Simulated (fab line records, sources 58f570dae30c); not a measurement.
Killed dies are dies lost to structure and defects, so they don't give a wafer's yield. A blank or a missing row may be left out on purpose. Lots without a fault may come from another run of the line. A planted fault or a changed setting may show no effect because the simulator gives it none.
Which tool did it? | flow berkeley_cmos170 | 15 lots, 45 wafers sampled, at 4 steps of a route of 331

WHAT THE GAUGES READ, wafer by wafer
UCB170_PWELL_TW_MEAS_17.
lot  | measured    | on            | PWELL_TW
L505 | day 3 05:21 | film_metro-01 | 381.4 381.4 381.4
L508 | day 3 16:41 | film_metro-03 | 381.4 384.0 381.3
L506 | day 3 16:48 | film_metro-03 | 382.3 383.1 381.8
L509 | day 4 14:13 | film_metro-03 | 379.8 380.6 379.6
L513 | day 5 01:11 | film_metro-01 | 380.3 379.9 380.2
L514 | day 5 05:33 | film_metro-03 | 380.6 381.4 379.6
L515 | day 5 05:16 | film_metro-03 | 380.9 380.4 378.7
L519 | day 6 00:18 | film_metro-03 | 383.1 384.9 383.4
L520 | day 5 23:37 | film_metro-04 | 382.1 380.6 380.5
L521 | day 6 08:44 | film_metro-01 | 379.4 380.3 379.5
L522 | day 6 22:38 | film_metro-01 | 378.5 377.7 379.7
L523 | day 6 22:52 | film_metro-04 | 381.7 382.0 381.8
L526 | day 7 11:25 | film_metro-01 | 379.0 381.8 379.6
L527 | day 7 11:58 | film_metro-01 | 379.1 378.8 378.9
L528 | day 7 18:34 | film_metro-04 | 383.2 381.8 379.5

UCB170_PFIELD_OVL_MEAS_06.
lot  | measured    | on         | PFIELD_OVL (nm)
L505 | day 4 14:54 | overlay-02 | -3 3 -2
L508 | day 5 07:06 | overlay-02 | 3 -7 -7
L506 | day 5 07:01 | overlay-01 | -4 -9 -3
L509 | day 6 06:16 | overlay-02 | 0 3 0
L513 | day 6 12:31 | overlay-01 | 1 -4 2
L514 | day 6 11:41 | overlay-02 | 4 -5 1
L515 | day 6 12:31 | overlay-02 | -4 -2 -7
L519 | day 7 07:36 | overlay-01 | -5 -5 -12
L520 | day 7 07:20 | overlay-02 | -5 1 0
L521 | day 7 12:29 | overlay-01 | 4 3 0
L522 | day 8 06:59 | overlay-01 | 1 1 2
L523 | day 8 06:22 | overlay-01 | -4 0 1
L526 | day 8 20:07 | overlay-02 | 2 -2 -1
L527 | day 8 20:26 | overlay-02 | 2 3 7
L528 | day 9 03:48 | overlay-02 | 0 -1 2

WHICH TOOL RAN EACH LOT (tool, then ch and the chambers of the sampled wafers, then the start)
lot  | UCB170_PWELL_CLEAN_00          | UCB170_PWELL_STRIP_16
L505 | wet_bench-01 ch 1, day 2 15:31 | plasma_asher-01 ch 0,1, day 3 05:15
L508 | wet_bench-04 ch 1, day 3 01:35 | plasma_asher-04 ch 0,1, day 3 16:35
L506 | wet_bench-04 ch 1, day 3 01:56 | plasma_asher-03 ch 0,1, day 3 16:41
L509 | wet_bench-01 ch 1, day 3 21:32 | plasma_asher-01 ch 0,1, day 4 14:07
L513 | wet_bench-02 ch 3, day 4 09:52 | plasma_asher-03 ch 0,1, day 5 01:00
L514 | wet_bench-04 ch 3, day 4 15:46 | plasma_asher-03 ch 0, day 5 05:26
L515 | wet_bench-04 ch 1, day 4 15:59 | plasma_asher-03 ch 0,1, day 5 05:10
L519 | wet_bench-01 ch 1, day 5 11:06 | plasma_asher-03 ch 0,1, day 6 00:12
L520 | wet_bench-01 ch 0, day 5 11:06 | plasma_asher-04 ch 0,1, day 5 23:30
L521 | wet_bench-02 ch 2, day 5 20:14 | plasma_asher-01 ch 0,1, day 6 08:39
L522 | wet_bench-02 ch 3, day 6 09:26 | plasma_asher-04 ch 0, day 6 22:31
L523 | wet_bench-02 ch 1, day 6 09:26 | plasma_asher-01 ch 0,1, day 6 22:46
L526 | wet_bench-04 ch 3, day 6 23:41 | plasma_asher-01 ch 0,1, day 7 11:19
L527 | wet_bench-04 ch 1, day 6 23:41 | plasma_asher-01 ch 0,1, day 7 11:52
L528 | wet_bench-02 ch 0, day 7 06:41 | plasma_asher-04 ch 0,1, day 7 18:28
- UCB170_PWELL_CLEAN_00: cleans in SPM, time 600 s.
- UCB170_PWELL_STRIP_16: strips in O2.

WHAT THE TOOLS THEMSELVES READ (means of the sampled wafers that have a number; where no wafer has one, the mark that the record gives instead)
UCB170_PWELL_CLEAN_00.
lot  | tool         | bath_guard_temp_C (C) | bath_heat_duty_pct (%)
L505 | wet_bench-01 | 120.7                 | 9.6
L508 | wet_bench-04 | 120.8                 | 13.9
L506 | wet_bench-04 | 120.8                 | 14.2
L509 | wet_bench-01 | 120.9                 | 9.3
L513 | wet_bench-02 | 120.3                 | 12.2
L514 | wet_bench-04 | 119.7                 | 13.3
L515 | wet_bench-04 | 120.6                 | 12.8
L519 | wet_bench-01 | 120.8                 | 9.3
L520 | wet_bench-01 | 120.7                 | 15.0
L521 | wet_bench-02 | -                     | -
L522 | wet_bench-02 | -                     | -
L523 | wet_bench-02 | -                     | -
L526 | wet_bench-04 | 119.6                 | 12.5
L527 | wet_bench-04 | 120.4                 | 13.9
L528 | wet_bench-02 | 120.0                 | 12.3

UCB170_PWELL_STRIP_16.
lot  | tool            | drypump_motor_current_A (A) | oes_product_au (a.u.) | strip_time_to_endpoint_s (s)
L505 | plasma_asher-01 | 5.6                         | 0.724                 | 18.04
L508 | plasma_asher-04 | 6.1                         | 0.724                 | 17.89
L506 | plasma_asher-03 | 6.4                         | 0.726                 | 17.98
L509 | plasma_asher-01 | 5.8                         | 0.721                 | 18.33
L513 | plasma_asher-03 | 6.2                         | 0.722                 | 18.20
L514 | plasma_asher-03 | 6.6                         | 0.717                 | 18.21
L515 | plasma_asher-03 | 6.2                         | 0.720                 | 18.01
L519 | plasma_asher-03 | 6.2                         | 0.724                 | 18.14
L520 | plasma_asher-04 | 6.1                         | 0.720                 | 18.05
L521 | plasma_asher-01 | 5.8                         | 0.721                 | 18.11
L522 | plasma_asher-04 | 6.1                         | 0.721                 | 18.19
L523 | plasma_asher-01 | 5.7                         | 0.716                 | 18.04
L526 | plasma_asher-01 | 5.7                         | 0.721                 | 18.07
L527 | plasma_asher-01 | 5.8                         | 0.724                 | 18.28
L528 | plasma_asher-04 | 6.1                         | 0.723                 | 18.06

THE ANSWER, worked out from the rows above alone
Rule: what is usual is taken from the lots themselves. Put in order of their means at a reading, lots are off if they are a third of the lots or fewer, leave a main group of 4 or more, and stand apart from it by a gap of 3 or more times the standard deviation of the main group's means; of several such gaps the widest counts. A main group whose means are all the same, to the digits that the tables above print for the reading, isn't used. A lot without any number at a reading at which 4 lots or more have one is off too. The other lots that the step has rows for count as sound. The gauges are gone through in route order, then the tools' own readings, and for those a lot's mean is taken as printed above. The first step at which some lot is off is used, and at that step the reading that is off furthest; a lot without a number counts as furthest.
Off: L521, L522, L523, at UCB170_PWELL_CLEAN_00 (bath_guard_temp_C). Without a number there: L521, L522, L523. The main group: mean 120.4 C, standard deviation 0.43.
A tool fits if, at that step or a process step before it, it ran every lot that is off, and no sound lot after the first of them. None of those tried fits.

WHAT THE SIMULATOR HAD PUT IN
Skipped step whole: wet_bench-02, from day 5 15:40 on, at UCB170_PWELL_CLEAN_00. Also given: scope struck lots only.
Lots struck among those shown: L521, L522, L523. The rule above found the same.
